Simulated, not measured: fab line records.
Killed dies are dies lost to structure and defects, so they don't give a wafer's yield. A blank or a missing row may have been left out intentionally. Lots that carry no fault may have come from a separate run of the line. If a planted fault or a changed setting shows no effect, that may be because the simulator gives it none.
fab line records	flow berkeley_cmos170
record lots=13	wafers=39	last_day=12
route steps=331 shown BACKSIDE@202 M1@238 V1@255
lots untouched by any fault: they come from a run of this same line in which no faults occurred
start_h: the number of hours between the record's first day and the start of the first shown wafer of the lot	wait_h: hours since the lot's step before	" identical to the entry in the row above	L1.1+2: a single row standing in for several wafers	- either no value or no given start	* or withheld: withheld	< > ~ a bound
route shown NAME@n: NAME is a module with steps in the file, n the number in the route of the first one	usual: mean and standard deviation over wafers with no fault	same: alike in all rows	chamber/n: place in a boat	sites: per-site readings	_std_site: the values' standard deviation	_edge_site: outer sites' mean less inner sites'	radius_mm: for every site, how far away it sits from the centre of the wafer	mask NAME#n: copy n	behind: the most recent tool/chamber to have shaped the wafer	hold: the reason the lot was held/the length of the hold in hours/how it ended	device: transistor that didn't switch, given as n, p or np	end of line: the tests these same wafers got at the end of their route	a step without rows: its recipe alone	killed: count of dies lost to structure and defects at first sort (not the wafer's yield)	map: the dies of a wafer, with x for killed, . for not killed, _ for no die there
set.NAME: setting as actually run; set.NAME@STEP: the setting as run at that earlier step	model.NAME: the simulator's own value behind a step, which no gauge read
steps of the route over a sample of lots; a table a step, a row a wafer
services: the hour from which a tool's chamber was out of use, counted from the record's first day as start_h (under 0 if before that day), plus the number of hours and why
## steps
# step UCB170_BACKSIDE_STRIP_03
# recipe chemistry=O2	power_w=400	pressure_mtorr=3500	platen_temp_c=withheld	o2_flow_sccm=400	overash_fraction=0.5
# usual chamber_pressure_mTorr=3500/3.4	drypump_motor_current_A=5.6/0.41	oes_product_au=0.735/0.0046	strip_time_to_endpoint_s=21.97/0.064
lot.wafer	tool	chamber	start_h	wait_h	chamber_pressure_mTorr	drypump_motor_current_A	oes_product_au	rf_hours_counter_h	strip_time_to_endpoint_s
L443.1	plasma_asher-01	0	157.85	0.1	3498	5.7	0.737	6	21.83
L443.2	"	1	"	"	3501	5.1	0.731	6	21.82
L443.4	"	0	"	"	3499	5.7	0.733	-	21.84
L444.1	plasma_asher-02	0	180.22	0.1	3500	5.2	0.728	40	21.89
L444.2	"	1	"	"	3494	6.1	0.728	40	21.83
L444.6	"	0	"	"	3502	5.2	0.734	-	21.89
L447.1	plasma_asher-02	1	180.67	0.1	3494	6.1	0.740	40	21.97
L447.3	"	1	"	"	3506	6.2	0.730	-	21.97
L447.6	"	0	"	"	3496	5.2	0.737	-	22.01
L445.2	plasma_asher-01	1	181.12	0.1	3501	5.1	0.741	8	21.95
L445.3	"	1	"	"	3503	5.1	0.722	-	22.06
L445.5	"	1	"	"	3502	5.1	0.731	-	21.98
L446.1	plasma_asher-04	1	181.77	0.1	3503	6.1	0.739	41	21.98
L446.2	"	0	"	"	3501	6.0	0.733	41	22.03
L446.5	"	1	"	"	3498	6.1	0.730	-	22.03
L449.3	plasma_asher-04	0	183.69	0.1	3497	6.0	0.732	-	21.97
L449.5	"	1	"	"	3500	6.1	0.739	-	22.03
L449.6	"	0	"	"	3496	6.0	0.733	-	22.11
L448.2	plasma_asher-04	0	184.11	0.1	3498	6.0	0.727	42	22.00
L448.4	"	0	"	"	3499	6.0	0.730	-	22.04
L448.5	"	1	"	"	3503	6.1	0.741	-	21.90
L455.1	plasma_asher-01	1	218.18	0.1	3502	5.1	0.736	13	22.11
L455.3	"	1	"	"	3497	5.1	0.741	-	22.05
L455.4	"	0	"	"	3499	5.7	0.732	-	22.05
L458.2	plasma_asher-02	0	231.37	0.1	3503	5.2	0.738	46	22.01
L458.3	"	1	"	"	3500	6.1	0.737	-	22.05
L458.4	"	0	"	"	3504	5.2	0.730	-	22.09
L459.1	plasma_asher-01	1	245.66	0.1	3506	5.1	0.742	17	21.96
L459.2	"	0	"	"	3500	5.7	0.732	17	21.99
L459.3	"	1	"	"	3505	5.1	0.741	-	21.89
L462.3	plasma_asher-02	0	246.53	0.1	3501	5.2	0.730	-	21.97
L462.4	"	1	"	"	3498	6.1	0.740	-	21.95
L462.6	"	0	"	"	3500	5.3	0.731	-	22.00
L464.3	plasma_asher-01	1	258.15	0.1	3500	5.1	0.740	-	21.97
L464.4	"	0	"	"	3499	5.7	0.735	-	22.01
L464.5	"	0	"	"	3505	5.7	0.732	-	22.03
L465.1	plasma_asher-01	1	259.01	0.1	3503	5.1	0.732	18	21.98
L465.4	"	1	"	"	3501	5.1	0.739	-	22.04
L465.5	"	0	"	"	3504	5.7	0.739	-	22.07
# step UCB170_M1_SPUTTER_00
# recipe material=Al	target_thk_nm=600	time_s=80	power_w=6000	chamber_pressure_pa=0.5
# usual throttle_valve_pct=30.4/1.6
lot.wafer	tool	chamber	start_h	wait_h	throttle_valve_pct
L443.1	pvd_sputter-02	-	164.38	0.0	31.9
L443.2	"	-	"	"	31.4
L443.4	"	-	"	"	29.6
L444.1	pvd_sputter-04	-	185.89	0.0	30.1
L444.2	"	-	"	"	29.7
L444.6	"	-	"	"	30.5
L447.1	pvd_sputter-01	-	186.46	0.0	28.0
L447.3	"	-	"	"	29.6
L447.6	"	-	"	"	29.9
L446.1	pvd_sputter-02	-	188.02	0.0	31.9
L446.2	"	-	"	"	29.9
L446.5	"	-	"	"	31.4
L445.2	pvd_sputter-04	-	188.30	0.0	30.3
L445.3	"	-	"	"	29.5
L445.5	"	-	"	"	29.5
L449.3	pvd_sputter-01	-	189.99	0.0	28.2
L449.5	"	-	"	"	29.7
L449.6	"	-	"	"	28.2
L448.2	pvd_sputter-02	-	190.91	0.0	31.4
L448.4	"	-	"	"	30.0
L448.5	"	-	"	"	30.0
L455.1	pvd_sputter-04	-	229.17	0.0	29.8
L455.3	"	-	"	"	30.2
L455.4	"	-	"	"	29.8
L458.2	pvd_sputter-04	-	237.18	0.0	29.7
L458.3	"	-	"	"	29.7
L458.4	"	-	"	"	29.8
L459.1	pvd_sputter-01	-	251.61	0.0	29.7
L459.2	"	-	"	"	34.5
L459.3	"	-	"	"	31.2
L462.3	pvd_sputter-01	-	253.67	0.0	29.9
L462.4	"	-	"	"	34.3
L462.6	"	-	"	"	29.7
L464.3	pvd_sputter-01	-	266.64	0.0	29.7
L464.4	"	-	"	"	31.1
L464.5	"	-	"	"	29.6
L465.1	pvd_sputter-01	-	266.70	0.1	31.2
L465.4	"	-	"	"	34.3
L465.5	"	-	"	"	29.7
# step UCB170_M1_RS_MEAS_01
# recipe thk_meas_gauge=four-point-probe	reads=Al_of_M1_SPUTTER_00
# usual M1_AL_RS=0.0486/0.00075
lot.wafer	tool	chamber	start_h	wait_h	M1_AL_RS[ohm/sq]
L443.1	film_metro-02	-	164.44	0.0	0.0482
L443.2	"	-	"	"	0.0478
L443.4	"	-	"	"	0.0482
L444.1	film_metro-03	-	185.95	0.0	0.0480
L444.2	"	-	"	"	0.0480
L444.6	"	-	"	"	0.0482
L447.1	film_metro-01	-	186.52	0.0	0.0484
L447.3	"	-	"	"	0.0496
L447.6	"	-	"	"	0.0496
L446.1	film_metro-03	-	188.08	0.0	0.0484
L446.2	"	-	"	"	0.0480
L446.5	"	-	"	"	0.0480
L445.2	film_metro-01	-	188.38	0.1	0.0475
L445.3	"	-	"	"	0.0486
L445.5	"	-	"	"	0.0483
L449.3	film_metro-02	-	190.09	0.1	0.0487
L449.5	"	-	"	"	0.0496
L449.6	"	-	"	"	0.0481
L448.2	film_metro-02	-	190.99	0.1	0.0478
L448.4	"	-	"	"	0.0478
L448.5	"	-	"	"	0.0478
L455.1	film_metro-02	-	229.23	0.0	0.0421
L455.3	"	-	"	"	0.0469
L455.4	"	-	"	"	0.0474
L458.2	film_metro-01	-	237.26	0.1	0.0481
L458.3	"	-	"	"	0.0433
L458.4	"	-	"	"	0.0495
L459.1	film_metro-01	-	251.68	0.0	0.0499
L459.2	"	-	"	"	0.0488
L459.3	"	-	"	"	0.0493
L462.3	film_metro-02	-	253.77	0.1	0.0500
L462.4	"	-	"	"	0.0488
L462.6	"	-	"	"	0.0497
L464.3	film_metro-01	-	266.74	0.1	0.0495
L464.4	"	-	"	"	0.0494
L464.5	"	-	"	"	0.0493
L465.1	film_metro-01	-	266.88	0.1	0.0495
L465.4	"	-	"	"	0.0489
L465.5	"	-	"	"	0.0502
# step UCB170_M1_THK_MEAS_02
# recipe thk_meas_gauge=xrf	reads=Al_of_M1_SPUTTER_00
# usual M1_AL_THK=614/11
lot.wafer	tool	chamber	start_h	wait_h	M1_AL_THK[nm]
L443.1	film_metro-02	-	164.56	0.1	613
L443.2	"	-	"	"	622
L443.4	"	-	"	"	615
L444.1	film_metro-03	-	186.07	0.1	627
L444.2	"	-	"	"	624
L444.6	"	-	"	"	623
L447.1	film_metro-01	-	186.64	0.1	616
L447.3	"	-	"	"	599
L447.6	"	-	"	"	598
L446.1	film_metro-03	-	188.20	0.1	620
L446.2	"	-	"	"	622
L446.5	"	-	"	"	624
L445.2	film_metro-01	-	188.49	0.1	626
L445.3	"	-	"	"	611
L445.5	"	-	"	"	619
L449.3	film_metro-02	-	190.19	0.1	610
L449.5	"	-	"	"	596
L449.6	"	-	"	"	615
L448.2	film_metro-02	-	191.10	0.1	617
L448.4	"	-	"	"	621
L448.5	"	-	"	"	624
L455.1	film_metro-02	-	229.35	0.1	705
L455.3	"	-	"	"	635
L455.4	"	-	"	"	621
L458.2	film_metro-01	-	237.37	0.1	612
L458.3	"	-	"	"	685
L458.4	"	-	"	"	598
L459.1	film_metro-01	-	251.80	0.1	596
L459.2	"	-	"	"	613
L459.3	"	-	"	"	604
L462.3	film_metro-02	-	253.87	0.1	585
L462.4	"	-	"	"	601
L462.6	"	-	"	"	592
L464.3	film_metro-01	-	266.84	0.1	599
L464.4	"	-	"	"	601
L464.5	"	-	"	"	597
L465.1	film_metro-01	-	267.00	0.1	600
L465.4	"	-	"	"	607
L465.5	"	-	"	"	589
# step UCB170_M1_CD_MEAS_09
# recipe target_cd_nm=700
# usual cd_nm=700.3/1.5
lot.wafer	tool	chamber	start_h	wait_h	cd_nm
L443.1	cd_sem-01	-	166.79	-	700.0
L443.2	"	-	"	"	701.2
L443.4	"	-	"	"	700.2
L444.1	cd_sem-01	-	187.30	-	701.9
L444.2	"	-	"	"	701.4
L444.6	"	-	"	"	702.4
L447.1	cd_sem-01	-	187.55	-	702.8
L447.3	"	-	"	"	702.8
L447.6	"	-	"	"	702.7
L446.1	cd_sem-01	-	189.79	-	699.0
L446.2	"	-	"	"	700.5
L446.5	"	-	"	"	698.8
L445.2	cd_sem-01	-	190.40	-	700.5
L445.3	"	-	"	"	700.1
L445.5	"	-	"	"	700.8
L449.3	cd_sem-01	-	191.28	-	701.4
L449.5	"	-	"	"	701.4
L449.6	"	-	"	"	700.7
L448.2	cd_sem-02	-	192.10	-	697.5
L448.4	"	-	"	"	698.2
L448.5	"	-	"	"	697.0
L455.1	cd_sem-01	-	231.71	-	698.0
L455.3	"	-	"	"	698.5
L455.4	"	-	"	"	697.4
L458.2	cd_sem-02	-	239.09	-	701.5
L458.3	"	-	"	"	701.4
L458.4	"	-	"	"	701.4
L459.1	cd_sem-02	-	252.82	-	700.6
L459.2	"	-	"	"	699.9
L459.3	"	-	"	"	699.0
L462.3	cd_sem-02	-	255.71	-	700.2
L462.4	"	-	"	"	702.5
L462.6	"	-	"	"	700.9
L464.3	cd_sem-01	-	268.97	-	699.8
L464.4	"	-	"	"	700.5
L464.5	"	-	"	"	700.3
L465.1	cd_sem-02	-	269.48	-	700.9
L465.4	"	-	"	"	698.4
L465.5	"	-	"	"	698.7
# step UCB170_M1_METAL_ETCH_12
# recipe chemistry=Cl2/BCl3	target=Al	stop_on=PSG	pressure_mtorr=12	target_depth_a=7800	over_etch_frac=0.3	time_s=130	icp_w=600	bias_w=120	Cl2_flow_sccm=90	bcl3_flow_sccm=45
# usual chamber_pressure_mTorr=12.001/0.012	drypump_motor_current_A=5.6/0.31	oes_product_au=0.848/0.013	throttle_valve_pct=24.2/0.39
lot.wafer	tool	chamber	start_h	wait_h	chamber_pressure_mTorr	drypump_motor_current_A	oes_product_au	rf_hours_counter_h	throttle_valve_pct
L443.1	rie_metal-04	0	166.99	-	12.012	5.4	0.863	2	24.7
L443.2	"	1	"	"	11.998	5.9	0.879	1	23.8
L443.4	"	1	"	"	12.002	5.9	0.871	-	23.8
L444.1	rie_metal-03	1	187.50	-	12.009	5.1	0.835	6	24.5
L444.2	"	1	"	"	11.991	5.1	0.846	-	24.5
L444.6	"	1	"	"	11.984	5.1	0.836	-	24.5
L447.1	rie_metal-02	0	187.74	-	12.005	5.6	0.845	5	23.8
L447.3	"	1	"	"	11.987	5.6	0.829	-	24.0
L447.6	"	0	"	"	12.025	5.6	0.841	-	23.8
L446.1	rie_metal-04	0	189.98	-	12.003	5.4	0.842	3	24.7
L446.2	"	1	"	"	12.006	5.9	0.875	2	23.8
L446.5	"	1	"	"	12.003	5.8	0.866	-	23.8
L445.2	rie_metal-03	1	190.58	-	12.007	5.1	0.837	6	24.5
L445.3	"	0	"	"	11.978	6.1	0.837	-	24.6
L445.5	"	1	"	"	12.001	5.1	0.839	-	24.5
L449.3	rie_metal-02	1	191.48	-	11.991	5.5	0.840	-	24.0
L449.5	"	0	"	"	11.988	5.6	0.845	-	23.8
L449.6	"	1	"	"	11.991	5.6	0.849	-	24.0
L448.2	rie_metal-04	1	192.28	-	11.983	5.8	0.874	2	23.8
L448.4	"	0	"	"	11.986	5.4	0.859	-	24.7
L448.5	"	1	"	"	12.009	5.8	0.879	-	23.8
L455.1	rie_metal-02	1	231.91	-	12.011	5.6	0.911	11	24.0
L455.3	"	0	"	"	11.999	5.6	0.868	-	23.8
L455.4	"	1	"	"	11.996	5.5	0.851	-	24.0
L458.2	rie_metal-02	1	239.27	-	12.004	5.5	0.844	12	24.0
L458.3	"	0	"	"	11.986	5.6	0.904	-	23.8
L458.4	"	1	"	"	12.010	5.6	0.832	-	24.0
L459.1	rie_metal-02	1	253.02	-	12.001	5.6	0.836	12	24.0
L459.2	"	0	"	"	11.998	5.6	0.848	6	23.8
L459.3	"	0	"	"	12.002	5.6	0.847	-	23.8
L462.3	rie_metal-02	0	255.91	-	11.981	5.6	0.827	-	23.8
L462.4	"	1	"	"	11.990	5.6	0.849	-	24.0
L462.6	"	1	"	"	12.001	5.6	0.835	-	24.0
L464.3	rie_metal-03	0	269.17	-	11.973	6.1	0.840	-	24.6
L464.4	"	1	"	"	12.007	5.1	0.822	-	24.5
L464.5	"	0	"	"	12.005	6.1	0.836	-	24.6
L465.1	rie_metal-02	0	269.68	-	12.020	5.6	0.842	7	23.8
L465.4	"	1	"	"	12.004	5.5	0.843	-	24.0
L465.5	"	1	"	"	12.000	5.5	0.825	-	24.0
# step UCB170_V1_THK_MEAS_01
# recipe reads=SiO2_of_V1_CVD_00
# usual V1_TEOS_THK=2002/28
lot.wafer	tool	chamber	start_h	wait_h	V1_TEOS_THK[nm]
L443.1	film_metro-01	-	170.02	0.1	1964
L443.2	"	-	"	"	1968
L443.4	"	-	"	"	1990
L444.1	film_metro-01	-	189.48	0.1	2008
L444.2	"	-	"	"	1952
L444.6	"	-	"	"	2029
L447.1	film_metro-01	-	190.81	0.1	1945
L447.3	"	-	"	"	1946
L447.6	"	-	"	"	1953
L446.1	film_metro-01	-	192.14	0.1	2019
L446.2	"	-	"	"	1989
L446.5	"	-	"	"	2044
L445.2	film_metro-03	-	193.49	0.1	1981
L445.3	"	-	"	"	1947
L445.5	"	-	"	"	1995
L449.3	film_metro-01	-	193.50	0.1	1975
L449.5	"	-	"	"	2003
L449.6	"	-	"	"	2000
L448.2	film_metro-04	-	194.82	0.1	1972
L448.4	"	-	"	"	2012
L448.5	"	-	"	"	2028
L455.1	film_metro-01	-	234.81	0.1	1999
L455.3	"	-	"	"	2005
L455.4	"	-	"	"	2035
L458.2	film_metro-03	-	242.40	0.1	1995
L458.3	"	-	"	"	2014
L458.4	"	-	"	"	2043
L459.1	film_metro-04	-	254.86	0.1	2030
L459.2	"	-	"	"	1987
L459.3	"	-	"	"	1974
L462.3	film_metro-01	-	258.83	0.1	1995
L462.4	"	-	"	"	1990
L462.6	"	-	"	"	2009
L464.3	film_metro-04	-	270.99	0.1	1996
L464.4	"	-	"	"	2010
L464.5	"	-	"	"	2012
L465.1	film_metro-03	-	272.30	0.1	1990
L465.4	"	-	"	"	2023
L465.5	"	-	"	"	2023
## services
tool	chamber	start_h	hours	kind
rie_metal-02	-	141.88	2.2	repair
pvd_sputter-04	-	145.17	0.7	repair
plasma_asher-04	-	159.68	0.6	repair
rie_metal-03	0	166.23	-	clean
rie_metal-03	0	166.23	24.0	scheduled_down
rie_metal-03	0	166.23	24.0	vent_cycle
pvd_sputter-01	-	173.82	9.3	repair
pvd_sputter-02	-	186.26	0.7	repair
rie_metal-02	0	192.95	7.4	repair
pvd_sputter-04	-	214.37	4.5	repair
plasma_asher-02	-	216.29	3.6	repair
pvd_sputter-02	-	222.10	4.0	repair
pvd_sputter-02	-	232.43	10.7	repair
pvd_sputter-02	-	244.52	10.0	repair
pvd_sputter-02	-	259.27	8.2	repair
## key
first_sign step=UCB170_M1_RS_MEAS_01	reading=M1_AL_RS	direction=down	sigmas=7.9	usual=0.0486	struck=0.0427
effect step=UCB170_M1_THK_MEAS_02	reading=M1_AL_THK	direction=up	sigmas=7.5	usual=614	struck=695
effect step=UCB170_M1_METAL_ETCH_12	reading=oes_product_au	direction=up	sigmas=4.6	usual=0.848	struck=0.907
met_at UCB170_M1_SPUTTER_00
struck_lots L455,L458
struck_wafers L455.1,L458.3
tester_left_out L455
not_acting_at UCB170_BACKSIDE_STRIP_03,UCB170_M1_CD_MEAS_09,UCB170_V1_THK_MEAS_01
onset_between 188.30 229.17
earlier_fault kind=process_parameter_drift	tool=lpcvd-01	chamber=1	onset_h=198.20	steps=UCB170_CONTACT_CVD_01	channel=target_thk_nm	offset=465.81	shape=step	end_h=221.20	acts_in=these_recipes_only	stated=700
fault kind=process_parameter_drift	tool=pvd_sputter-04	chamber=-	onset_h=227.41	steps=UCB170_M1_SPUTTER_00	channel=target_thk_nm	offset=78	shape=step	end_h=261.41	acts_in=these_recipes_only	stated=600	scope=struck_wafers_only
# tester_left_out: of these lots the tester's yield and bins aren't shown, on N5 and GAA mostly nor the transistor test; their killed dies are dies lost to structure and defects alone, not to doping, threshold or leakage, so they don't give the yield
